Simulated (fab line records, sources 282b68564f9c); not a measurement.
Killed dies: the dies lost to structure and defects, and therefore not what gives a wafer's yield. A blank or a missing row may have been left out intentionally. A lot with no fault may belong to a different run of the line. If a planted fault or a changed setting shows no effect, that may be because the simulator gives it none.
A lot that was struck, set against a sound lot ; flow rit-cmos ; 18 steps out of a route of 202
Sound: wafers L280.2, L280.3, L280.5. Wafers struck: L293.2, L293.5, L293.6. The cause is given at the end.
Order at every step that has rows: each side's tool, ch and its chambers, its first start. Under that, the readings that differ: sound wafers ; struck wafers ; difference of the means ; sigmas: that difference in standard deviations of wafers without a fault.
alike: same words and numbers on both sides, and readings whose means sit less than 2 such deviations apart. not compared: any withheld reading, any reading some wafer has no value for, any bound like >300 that may hide the same value, and any number with overlapping values for which the record gives no deviation.
The two part at a step that has a row with sigmas, a row that says differs or no value, or rows on one side only. Numbers that don't overlap but have no deviation are shown without sigmas and don't part them. Lack of a reading on every wafer of one side parts them only where that side has two or more wafers.

first, 4 steps without rows for these wafers: RIT_PSD_SOFTBAKE_02 (time 60 s); RIT_PSD_EXPOSE_03 (exposes mask M10, target cd 40900 nm); RIT_PSD_PEB_04; RIT_PSD_DEVELOP_05 (develop time 50 s).
RIT_PSD_OVL_MEAS_06:
  struck on overlay-01, day 6 13:41; sound on overlay-01, day 3 22:13
  alike: PSD_OVL
then, 2 steps without rows for these wafers: RIT_PSD_HARDBAKE_07 (time 60 s); RIT_PSD_IMPLANT_08.
RIT_PSD_STRIP_09: strips in O2, time 180 s.
  sound on plasma-asher-01 ch 0,1, day 3 22:32; struck on plasma-asher-01 ch 0,1, day 6 14:01
  alike: drypump-motor-current-A
  not compared: rf-hours-counter-h
RIT_PSD_TW_MEAS_10:
  struck on film-metro-02, day 6 14:13; sound on film-metro-02, day 3 22:43
  alike: PSD_TW
then, 3 steps without rows for these wafers: RIT_SDANNEAL_CLEAN_00 (cleans in SC1, time 600 s); RIT_SDANNEAL_CLEAN_01 (cleans in dHF, time 30 s); RIT_SDANNEAL_CLEAN_02 (cleans in SC2, time 600 s).
RIT_SDANNEAL_RTA_03: time 5 s.
  sound on rtp-anneal-01 ch 0, day 3 23:09; struck on rtp-anneal-02 ch 0, day 6 14:39
  alike: ramp-up-c-per-s, wafer_temp_C_max
RIT_SDANNEAL_RS_MEAS_04: measures by four-point-probe.
  struck on film-metro-01, day 6 14:43; sound on film-metro-01, day 3 23:13
reading;sound;struck;difference;sigmas
PSD_RS (ohm/sq);116.07 115.44 116.00;127.72 127.59 127.80;+11.87;+40
RIT_SDANNEAL_RS_MEAS_05: measures by four-point-probe.
  struck on film-metro-01, day 6 14:50; sound on film-metro-01, day 3 23:20
reading;sound;struck;difference;sigmas
NSD_RS (ohm/sq);84.5 84.6 84.5;85.8 85.6 85.6;+1.1;+3
RIT_SDANNEAL_RS_MEAS_06: measures by four-point-probe.
  struck on film-metro-01, day 6 14:58; sound on film-metro-01, day 3 23:28
reading;sound;struck;difference;sigmas
PLDD_RS (ohm/sq);178.6 178.8 179.0;191.0 191.6 191.2;+12.5;+24
RIT_SDANNEAL_RS_MEAS_07: measures by four-point-probe.
  struck on film-metro-01, day 6 15:05; sound on film-metro-01, day 3 23:35
  alike: NLDD_RS
then, 1 step without rows for these wafers: RIT_M1_PROBE_99.

== WHERE THEY PART ==
First at RIT_SDANNEAL_RS_MEAS_04; last, within this record, at RIT_SDANNEAL_RS_MEAS_06. Later steps at which nothing parts them and some readings are alike: RIT_SDANNEAL_RS_MEAS_07.

WHY: whatever the simulator had introduced
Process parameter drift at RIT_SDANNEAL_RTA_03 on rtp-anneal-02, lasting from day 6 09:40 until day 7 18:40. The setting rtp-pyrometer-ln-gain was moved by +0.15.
